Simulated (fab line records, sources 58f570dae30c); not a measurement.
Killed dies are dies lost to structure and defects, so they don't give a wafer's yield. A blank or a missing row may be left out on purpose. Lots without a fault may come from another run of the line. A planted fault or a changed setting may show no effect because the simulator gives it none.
Which tool did it? | flow berkeley_cmos170 | 7 lots, 21 wafers sampled, at 3 steps of a route of 331

WHAT THE GAUGES READ, wafer by wafer
UCB170_V2_CD_MEAS_90: target cd 700 nm.
lot  | measured     | on        | cd_nm (nm)
L333 | day 8 00:10  | cd_sem-02 | 699.9 699.9 702.3
L336 | day 8 19:31  | cd_sem-01 | 703.0 702.6 703.0
L339 | day 9 08:59  | cd_sem-01 | 701.6 703.9 701.4
L340 | day 9 09:50  | cd_sem-01 | 698.4 699.8 699.3
L342 | day 10 00:49 | cd_sem-01 | 699.2 699.2 698.6
L346 | day 11 01:53 | cd_sem-01 | 696.6 695.8 697.0
L354 | day 12 12:56 | cd_sem-01 | 700.1 701.3 701.0

WHICH TOOL RAN EACH LOT (tool, then ch and the chambers of the sampled wafers, then the start)
lot  | UCB170_M2_ETCH_17                  | UCB170_V2_CMP_02
L333 | rie_diel-03 ch 0,2, day 7 21:10    | cmp-01 ch 0,2,3, day 7 22:07
L336 | rie_diel-01 ch 1,2,3, day 8 16:51  | cmp-01 ch 0,1,2, day 8 17:31
L339 | rie_diel-01 ch 0,1,2, day 9 06:22  | cmp-02 ch 2,3, day 9 07:02
L340 | rie_diel-04 ch 0,2,3, day 9 06:51  | cmp-02 ch 0,1, day 9 07:34
L342 | rie_diel-04 ch 1,2,3, day 9 22:11  | cmp-02 ch 0,1,3, day 9 22:57
L346 | rie_diel-03 ch 0,1,3, day 10 23:10 | cmp-02 ch 0,2, day 10 23:50
L354 | rie_diel-01 ch 0,3, day 12 10:04   | cmp-02 ch 0,1,3, day 12 10:53
- UCB170_M2_ETCH_17: etches BARC in N2/H2.
- UCB170_V2_CMP_02: polishes SiO2.

THE ANSWER, worked out from the rows above alone
Rule: what is usual is taken from the lots themselves. Put in order of their means at a reading, lots are off if they are a third of the lots or fewer, leave a main group of 4 or more, and stand apart from it by a gap of 3 or more times the standard deviation of the main group's means; of several such gaps the widest counts. A main group whose means are all the same, to the digits that the tables above print for the reading, isn't used. A lot without any number at a reading at which 4 lots or more have one is off too. The other lots that the step has rows for count as sound.
No lot is off at any reading shown: from this, nothing can be told.

WHAT THE SIMULATOR HAD PUT IN
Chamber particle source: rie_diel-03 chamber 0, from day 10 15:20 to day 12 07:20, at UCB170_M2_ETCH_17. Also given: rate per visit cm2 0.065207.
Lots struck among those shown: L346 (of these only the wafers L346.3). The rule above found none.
